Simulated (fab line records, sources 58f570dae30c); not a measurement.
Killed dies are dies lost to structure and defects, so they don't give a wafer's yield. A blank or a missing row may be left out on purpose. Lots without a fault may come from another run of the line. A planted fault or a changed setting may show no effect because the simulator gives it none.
Which tool did it? | flow berkeley_cmos170 | 14 lots, 42 wafers sampled, at 5 steps of a route of 331

WHAT THE GAUGES READ, wafer by wafer
UCB170_START_THK_MEAS_03.
lot  | measured    | on            | START_OXIDE_THK (nm)
L762 | day 1 22:48 | film_metro-04 | 20.1 20.6 20.3
L763 | day 1 22:48 | film_metro-01 | 19.8 19.7 19.9
L765 | day 2 13:13 | film_metro-01 | 19.3 19.0 19.4
L766 | day 2 13:14 | film_metro-04 | 19.3 19.3 19.1
L769 | day 3 08:08 | film_metro-03 | 19.3 19.4 19.2
L770 | day 3 13:08 | film_metro-01 | 19.9 20.0 19.8
L771 | day 3 18:05 | film_metro-03 | 19.9 19.5 19.5
L773 | day 4 02:50 | film_metro-01 | 19.8 20.0 19.9
L775 | day 4 09:54 | film_metro-04 | 19.6 20.1 19.6
L774 | day 4 09:55 | film_metro-01 | 19.8 20.4 19.9
L777 | day 4 23:05 | film_metro-01 | 19.6 19.5 19.4
L780 | day 5 14:46 | film_metro-01 | 19.9 19.4 19.5
L781 | day 5 22:19 | film_metro-01 | 19.0 19.2 19.0
L783 | day 6 07:12 | film_metro-03 | 19.7 20.3 20.1

UCB170_ACTIVE_THK_MEAS_03.
lot  | measured    | on            | ACTIVE_OXIDE_THK (nm)
L762 | day 5 00:28 | film_metro-03 | 25.5 25.2 25.4
L763 | day 5 00:26 | film_metro-04 | 25.8 25.9 25.5
L765 | day 5 21:50 | film_metro-03 | 26.4 26.5 26.6
L766 | day 5 21:50 | film_metro-01 | 26.9 27.1 27.3
L769 | day 6 04:36 | film_metro-04 | 27.0 26.8 26.9
L770 | day 6 14:47 | film_metro-04 | 25.5 25.9 25.6
L771 | day 6 14:48 | film_metro-03 | 26.0 25.5 26.1
L773 | day 7 02:59 | film_metro-01 | 25.3 25.0 25.6
L775 | day 7 02:59 | film_metro-03 | 25.9 25.4 25.4
L774 | day 7 03:01 | film_metro-04 | 26.4 26.2 26.3
L777 | day 7 19:23 | film_metro-01 | 25.7 25.3 25.3
L780 | day 8 21:31 | film_metro-03 | 26.0 26.3 26.4
L781 | day 8 21:27 | film_metro-03 | 26.1 26.3 26.6
L783 | day 9 17:53 | film_metro-04 | 26.9 26.4 25.9

WHICH TOOL RAN EACH LOT (tool, then ch and the chambers of the sampled wafers, then the start)
lot  | UCB170_NWELL_ETCH_13              | UCB170_PWELL_ETCH_14              | UCB170_PWELL_STRIP_16
L762 | rie_diel-04 ch 1,3, day 3 01:55   | rie_diel-01 ch 0,3, day 3 19:11   | plasma_asher-03 ch 0,1, day 3 19:26
L763 | rie_diel-01 ch 0,1,2, day 3 02:11 | rie_diel-03 ch 0,1,2, day 3 19:32 | plasma_asher-02 ch 0,1, day 3 19:47
L765 | rie_diel-01 ch 0,3, day 3 17:44   | rie_diel-03 ch 0,3, day 4 15:46   | plasma_asher-02 ch 0,1, day 4 16:01
L766 | rie_diel-01 ch 0,1,2, day 3 17:22 | rie_diel-01 ch 1,3, day 4 16:13   | plasma_asher-01 ch 0,1, day 4 16:28
L769 | rie_diel-01 ch 0,1,3, day 4 06:09 | rie_diel-04 ch 1,3, day 4 23:54   | plasma_asher-01 ch 1, day 5 00:09
L770 | rie_diel-01 ch 1,3, day 4 14:57   | rie_diel-03 ch 0,3, day 5 09:58   | plasma_asher-02 ch 0,1, day 5 10:13
L771 | rie_diel-02 ch 0,1, day 4 15:03   | rie_diel-04 ch 1,2, day 5 09:54   | plasma_asher-03 ch 0,1, day 5 10:09
L773 | rie_diel-04 ch 0,1,2, day 4 21:34 | rie_diel-03 ch 0,2,3, day 5 20:47 | plasma_asher-01 ch 0,1, day 5 21:02
L775 | rie_diel-04 ch 1,2,3, day 5 07:20 | rie_diel-03 ch 0,2,3, day 6 06:33 | plasma_asher-02 ch 0,1, day 6 06:48
L774 | rie_diel-01 ch 0,2,3, day 5 07:04 | rie_diel-04 ch 0,2,3, day 6 06:39 | plasma_asher-03 ch 0,1, day 6 06:56
L777 | rie_diel-04 ch 1,2,3, day 5 16:17 | rie_diel-03 ch 0,2,3, day 6 13:58 | plasma_asher-02 ch 0,1, day 6 14:13
L780 | rie_diel-04 ch 0,2,3, day 6 16:56 | rie_diel-04 ch 0,1, day 7 16:05   | plasma_asher-01 ch 0,1, day 7 16:20
L781 | rie_diel-02 ch 1,2,3, day 6 23:08 | rie_diel-01 ch 1,2, day 7 15:43   | plasma_asher-02 ch 0,1, day 7 15:58
L783 | rie_diel-02 ch 0,2,3, day 7 09:24 | rie_diel-01 ch 1,2,3, day 8 11:52 | plasma_asher-02 ch 0,1, day 8 12:07
- UCB170_NWELL_ETCH_13: etches Si3N4 in CH3F/Ar/O2, stops on SiO2, target depth 246.4 nm, time 154 s.
- UCB170_PWELL_ETCH_14: etches Si3N4 in CH3F/Ar/O2, stops on SiO2, target depth 242 nm, time 151 s.
- UCB170_PWELL_STRIP_16: strips in O2.

WHAT THE TOOLS THEMSELVES READ (means of the sampled wafers that have a number; where no wafer has one, the mark that the record gives instead)
UCB170_NWELL_ETCH_13.
lot  | tool        | drypump_motor_current_A (A) | oes_product_au (a.u.) | throttle_valve_pct (%)
L762 | rie_diel-04 | 6.2                         | 0.930                 | 7.98
L763 | rie_diel-01 | 5.9                         | 0.937                 | 8.07
L765 | rie_diel-01 | 6.3                         | 0.952                 | 8.15
L766 | rie_diel-01 | 5.9                         | 0.937                 | 8.09
L769 | rie_diel-01 | 6.1                         | 0.946                 | 8.15
L770 | rie_diel-01 | 6.1                         | 0.940                 | 8.18
L771 | rie_diel-02 | 6.1                         | 0.935                 | 8.12
L773 | rie_diel-04 | 5.9                         | 0.941                 | 7.96
L775 | rie_diel-04 | 6.1                         | 0.937                 | 7.99
L774 | rie_diel-01 | 6.1                         | 0.944                 | 8.12
L777 | rie_diel-04 | 6.1                         | 0.933                 | 7.98
L780 | rie_diel-04 | 5.7                         | 0.936                 | 7.96
L781 | rie_diel-02 | 5.7                         | 0.954                 | 8.06
L783 | rie_diel-02 | 5.7                         | 0.949                 | 8.06

UCB170_PWELL_ETCH_14.
lot  | tool        | drypump_motor_current_A (A) | oes_product_au (a.u.) | throttle_valve_pct (%)
L762 | rie_diel-01 | 6.3                         | 0.947                 | 8.18
L763 | rie_diel-03 | 5.9                         | 0.939                 | 8.08
L765 | rie_diel-03 | 5.6                         | 0.955                 | 8.00
L766 | rie_diel-01 | 6.1                         | 0.947                 | 8.17
L769 | rie_diel-04 | 6.3                         | 0.938                 | 7.98
L770 | rie_diel-03 | 5.7                         | 0.942                 | 8.02
L771 | rie_diel-04 | 6.2                         | 0.947                 | 7.99
L773 | rie_diel-03 | 5.8                         | 0.947                 | 8.05
L775 | rie_diel-03 | 5.8                         | 0.926                 | 8.05
L774 | rie_diel-04 | 5.7                         | 0.937                 | 7.97
L777 | rie_diel-03 | 5.8                         | 0.930                 | 8.05
L780 | rie_diel-04 | 5.8                         | 0.958                 | 7.95
L781 | rie_diel-01 | 5.8                         | 0.925                 | 8.04
L783 | rie_diel-01 | 5.9                         | 0.944                 | 8.11

UCB170_PWELL_STRIP_16.
lot  | tool            | drypump_motor_current_A (A) | o2_flow_sccm (sccm) | oes_product_au (a.u.) | strip_time_to_endpoint_s (s)
L762 | plasma_asher-03 | 5.3                         | 399.4               | 0.717                 | 18.13
L763 | plasma_asher-02 | 5.6                         | 399.0               | 0.729                 | 18.16
L765 | plasma_asher-02 | 6.1                         | 400.0               | 0.720                 | 18.00
L766 | plasma_asher-01 | 6.5                         | 400.2               | 0.724                 | 18.05
L769 | plasma_asher-01 | 6.6                         | 402.2               | 0.718                 | 18.08
L770 | plasma_asher-02 | 5.6                         | 399.7               | 0.720                 | 18.09
L771 | plasma_asher-03 | 5.3                         | 398.5               | 0.721                 | 17.99
L773 | plasma_asher-01 | 6.5                         | 400.6               | 0.715                 | 18.09
L775 | plasma_asher-02 | 6.0                         | 398.7               | 0.722                 | 18.02
L774 | plasma_asher-03 | 5.4                         | 400.3               | 0.718                 | 18.03
L777 | plasma_asher-02 | 6.1                         | 399.6               | 0.718                 | 17.93
L780 | plasma_asher-01 | 6.6                         | 399.3               | 0.723                 | 18.01
L781 | plasma_asher-02 | 5.6                         | 399.1               | 0.718                 | 18.15
L783 | plasma_asher-02 | 5.6                         | 401.4               | 0.722                 | 17.98

THE ANSWER, worked out from the rows above alone
Rule: what is usual is taken from the lots themselves. Put in order of their means at a reading, lots are off if they are a third of the lots or fewer, leave a main group of 4 or more, and stand apart from it by a gap of 3 or more times the standard deviation of the main group's means; of several such gaps the widest counts. A main group whose means are all the same, to the digits that the tables above print for the reading, isn't used. A lot without any number at a reading at which 4 lots or more have one is off too. The other lots that the step has rows for count as sound. The gauges are gone through in route order, then the tools' own readings, and for those a lot's mean is taken as printed above. The first step at which some lot is off is used, and at that step the reading that is off furthest; a lot without a number counts as furthest.
No lot is off at any reading shown: from this, nothing can be told.

WHAT THE SIMULATOR HAD PUT IN
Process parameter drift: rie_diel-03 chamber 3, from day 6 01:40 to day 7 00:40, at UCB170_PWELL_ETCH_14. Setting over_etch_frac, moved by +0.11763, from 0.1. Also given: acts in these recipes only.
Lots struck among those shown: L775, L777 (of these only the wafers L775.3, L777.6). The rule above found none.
